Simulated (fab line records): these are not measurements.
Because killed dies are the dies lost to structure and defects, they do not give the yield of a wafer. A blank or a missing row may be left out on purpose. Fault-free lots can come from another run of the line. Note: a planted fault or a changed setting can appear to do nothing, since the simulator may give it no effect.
Matching of chambers	flow berkeleyCmos170	UCB170_PWELL_ETCH_14 on rieDiel-03 has 4 sister chambers
The step etches Si3N4 in CH3F/Ar/O2, stops on SiO2, target depth 242 nm, time 151 s. 20 wafers are shown with their chamber, then 10 later ones without.

## WAFERS WITH THEIR CHAMBER
wafer	chamber	drypumpMotorCurrentA (A)	throttleValvePct (%)	oesProductAu (a.u.)
L853.1	3	5.3	8.07	0.943
L853.3	1	6.3	8.09	0.949
L853.4	2	5.7	8.14	0.961
L854.2	1	6.3	8.09	0.951
L854.4	3	5.3	8.08	0.935
L854.5	0	5.6	8.28	0.917
L857.2	1	6.3	8.09	0.950
L857.5	2	5.7	8.15	0.954
L857.6	1	6.4	8.10	0.938
L858.1	0	5.6	8.27	0.936
L858.5	1	6.3	8.07	0.959
L858.6	2	5.7	8.15	0.948
L860.1	3	5.3	8.07	0.939
L860.3	0	5.6	8.28	0.927
L860.4	2	5.7	8.15	0.955
L865.1	2	5.7	8.15	0.948
L865.2	1	6.3	8.08	0.951
L865.6	3	5.3	8.07	0.937
L866.3	0	5.6	8.28	0.931
L866.4	2	5.8	8.15	0.952

SIGNATURES, as means of the wafers listed above
reading	chamber 0	chamber 1	chamber 2	chamber 3	scatter within a chamber
drypumpMotorCurrentA	5.600	6.317	5.717	5.300	0.0323
throttleValvePct	8.2775	8.0867	8.1483	8.0725	0.00692
oesProductAu	0.92775	0.94967	0.95300	0.93850	0.00601
Rule: for each reading, subtract the chamber's mean from the wafer's reading, divide by that reading's scatter and square the result; add these up over the readings and take the root, which gives the wafer's distance from the chamber. The wafer belongs to the nearest chamber; if the next one is less than 2 further off, it can't be placed. The scatter is the square root of a quotient: the sum, over the shown wafers, of each reading's squared deviation from its chamber's mean, divided by wafers minus chambers.

## WAFERS MISSING THEIR CHAMBER
wafer	drypumpMotorCurrentA (A)	throttleValvePct (%)	oesProductAu (a.u.)
L866.6	5.6	8.29	0.926
L867.1	5.6	8.29	0.932
L867.3	5.7	8.16	0.962
L867.5	5.3	8.05	0.952
L869.2	5.8	8.14	0.952
L869.3	5.3	8.07	0.944
L869.5	6.4	8.08	0.950
L872.1	6.4	8.08	0.957
L872.4	5.6	8.30	0.931
L872.5	5.6	8.31	0.929

## CHAMBER TAKEN BY EACH
wafer	from the rows above	in truth
L866.6	0	0
L867.1	0	0
L867.3	2	2
L867.5	3	3
L869.2	2	2
L869.3	3	3
L869.5	1	1
L872.1	1	1
L872.4	0	0
L872.5	0	0
Placed correctly: 10 of 10. Not placeable from these rows: 0. Number placed wrongly: 0.
